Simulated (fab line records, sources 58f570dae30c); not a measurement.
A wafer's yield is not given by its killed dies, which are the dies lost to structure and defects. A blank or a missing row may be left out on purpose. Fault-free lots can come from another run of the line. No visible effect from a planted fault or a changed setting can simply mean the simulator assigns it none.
The tool behind it: which one?	flow berkeley cmos170	Sampling: 14 lots, 42 wafers, 6 of 331 route steps

== WHAT THE GAUGES READ, wafer by wafer ==
UCB170_ACTIVE_OVL_MEAS_14.
lot	measured	on	ACTIVE_OVL (nm)
L572	day 5 17:05	overlay-02	-1 -4 3
L574	day 5 17:18	overlay-01	1 1 -1
L577	day 6 01:37	overlay-01	3 -1 -2
L576	day 6 01:49	overlay-02	-4 -4 4
L578	day 6 08:13	overlay-01	-8 -6 -7
L579	day 6 08:30	overlay-01	-3 -4 -7
L581	day 6 18:51	overlay-01	-2 -3 2
L580	day 6 19:07	overlay-02	2 3 2
L584	day 7 01:41	overlay-01	-3 2 7
L583	day 7 02:17	overlay-02	3 3 14
L585	day 8 03:23	overlay-01	-1 -4 -6
L588	day 8 08:05	overlay-02	2 4 -3
L589	day 8 14:33	overlay-02	1 3 0
L590	day 8 14:49	overlay-02	8 3 -1

UCB170_FIELD_THK_MEAS_90.
lot	measured	on	FIELD_OXIDE_LEFT_1_THK (nm)
L572	day 6 14:32	film metro-03	428 442 445
L574	day 6 14:31	film metro-01	441 440 435
L577	day 6 22:07	film metro-01	435 438 433
L576	day 6 22:07	film metro-02	437 442 442
L578	day 6 22:07	film metro-03	446 463 439
L579	day 7 03:32	film metro-02	433 440 446
L581	day 7 14:50	film metro-02	455 450 450
L580	day 7 14:50	film metro-01	444 450 461
L584	day 8 01:33	film metro-01	431 428 436
L583	day 8 01:34	film metro-02	430 434 431
L585	day 8 21:23	film metro-03	432 442 435
L588	day 9 03:51	film metro-02	432 425 422
L589	day 9 08:39	film metro-01	477 467 472
L590	day 9 08:39	film metro-03	490 484 479

UCB170_SCREENOX_THK_MEAS_02.
lot	measured	on	SCREENOX_OXIDE_THK (nm)
L572	day 7 01:20	film metro-02	13.81 13.97 14.26
L574	day 7 01:19	film metro-03	14.59 14.47 14.33
L577	day 7 09:20	film metro-02	14.57 14.49 14.38
L576	day 7 09:20	film metro-04	14.39 14.19 14.36
L578	day 7 09:23	film metro-03	14.30 14.44 14.27
L579	day 7 20:10	film metro-02	14.37 14.38 14.08
L581	day 8 05:45	film metro-02	14.10 14.25 13.97
L580	day 8 05:44	film metro-03	14.17 14.35 14.30
L584	day 8 13:04	film metro-03	14.32 14.07 14.40
L583	day 8 13:05	film metro-04	14.15 14.34 14.45
L585	day 9 07:50	film metro-04	14.36 14.40 14.40
L588	day 9 17:19	film metro-04	14.34 14.53 14.40
L589	day 9 17:23	film metro-04	14.05 13.71 13.87
L590	day 9 17:19	film metro-02	14.51 14.25 14.26

UCB170_NVT_TW_MEAS_09.
lot	measured	on	NVT_TW
L572	day 7 09:23	film metro-01	525 526 524
L574	day 7 09:44	film metro-03	527 526 523
L577	day 7 19:16	film metro-01	523 526 525
L576	day 7 19:50	film metro-01	525 521 526
L578	day 7 19:32	film metro-03	530 524 526
L579	day 8 02:34	film metro-03	523 523 528
L581	day 8 12:10	film metro-04	522 522 524
L580	day 8 12:22	film metro-01	526 523 524
L584	day 8 21:22	film metro-01	522 523 521
L583	day 8 21:08	film metro-04	522 524 523
L585	day 9 14:22	film metro-04	521 521 521
L588	day 9 23:18	film metro-04	520 521 523
L589	day 9 23:35	film metro-04	523 520 524
L590	day 9 23:25	film metro-03	529 528 528

UCB170_FIELD_THK_MEAS_91.
lot	measured	on	FIELD_OXIDE_LEFT_2_THK (nm)
L572	day 7 11:14	film metro-03	341 355 357
L574	day 7 11:57	film metro-03	352 351 347
L577	day 7 21:22	film metro-03	347 350 345
L576	day 7 21:39	film metro-01	349 354 354
L578	day 7 21:36	film metro-01	356 374 350
L579	day 8 04:42	film metro-02	345 352 358
L581	day 8 14:13	film metro-01	368 363 363
L580	day 8 14:16	film metro-03	356 361 373
L584	day 9 00:22	film metro-03	344 340 348
L583	day 9 00:28	film metro-02	341 346 343
L585	day 9 18:59	film metro-01	343 354 346
L588	day 10 03:45	film metro-03	344 337 333
L589	day 10 04:28	film metro-03	389 378 384
L590	day 10 04:00	film metro-02	402 395 390

== WHICH TOOL RAN EACH LOT (tool, then ch and the chambers of the sampled wafers, then the start) ==
lot	UCB170_FIELD_WET_ETCH_06
L572	wet bench-03 ch 2, day 6 14:31
L574	wet bench-03 ch 0, day 6 14:31
L577	wet bench-03 ch 1, day 6 22:06
L576	wet bench-03 ch 3, day 6 22:06
L578	wet bench-03 ch 1, day 6 22:06
L579	wet bench-01 ch 2, day 7 03:31
L581	wet bench-01 ch 2, day 7 14:49
L580	wet bench-01 ch 2, day 7 14:49
L584	wet bench-01 ch 0, day 8 01:32
L583	wet bench-01 ch 3, day 8 01:32
L585	wet bench-03 ch 1, day 8 21:22
L588	wet bench-04 ch 0, day 9 03:50
L589	wet bench-03 ch 3, day 9 08:38
L590	wet bench-03 ch 1, day 9 08:38
- UCB170_FIELD_WET_ETCH_06: etches SiO2 in BOE, time 22 s.

== AS READ BY THE TOOLS THEMSELVES (means over the sampled wafers that have a number; for cases with no such wafer, the mark the record gives instead) ==
UCB170_FIELD_WET_ETCH_06.
lot	tool	run length s (s)
L572	wet bench-03	48.6
L574	wet bench-03	49.1
L577	wet bench-03	54.8
L576	wet bench-03	54.3
L578	wet bench-03	55.0
L579	wet bench-01	49.3
L581	wet bench-01	53.8
L580	wet bench-01	54.1
L584	wet bench-01	48.7
L583	wet bench-01	49.8
L585	wet bench-03	50.5
L588	wet bench-04	50.8
L589	wet bench-03	35.4
L590	wet bench-03	34.1

== THE ANSWER, worked out from the rows above alone ==
Rule: the usual values come from the lots themselves. Put in order of their means at a reading, lots are off if they are a third of the lots or fewer, leave a main group of 4 or more, and stand apart from it by a gap of 3 or more times the standard deviation of the main group's means; of several such gaps the widest counts. Not used: any main group whose means are identical at the precision the tables above print for the reading. A lot without any number at a reading at which 4 lots or more have one is off too. The other lots that the step has rows for count as sound. First the gauges in route order, then the tools' own readings, where a lot's mean is used as printed above. At the first step where some lot is off, the reading lying furthest off is the one used; lots without a number count as furthest.
Off: L589, L590, at UCB170_FIELD_WET_ETCH_06 (run length s). The main group: mean 51.6 s, standard deviation 2.5.
If a tool, at that step or one of the process steps before it, ran each lot that is off and ran no sound lot following the first of them, it fits. One fits: UCB170_FIELD_WET_ETCH_06 on wet bench-03. Its last sound lot is L585 (day 8 21:22), its first lot that is off L589 (day 9 08:38): a fault that began between those two fits.
The tool's own readings at UCB170_FIELD_WET_ETCH_06 bear it out: on the lots that are off they differ by more than 5 times the standard deviation of the sound lots' means. run length s reads 34.8 s there against 51.6 s on the sound lots.

== WHAT HAD BEEN PUT IN BY THE SIMULATOR ==
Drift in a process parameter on wet bench-03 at UCB170_FIELD_WET_ETCH_06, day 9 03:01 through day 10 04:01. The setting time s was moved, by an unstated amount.
Shown lots that were struck: L589, L590. The rule above found the same.
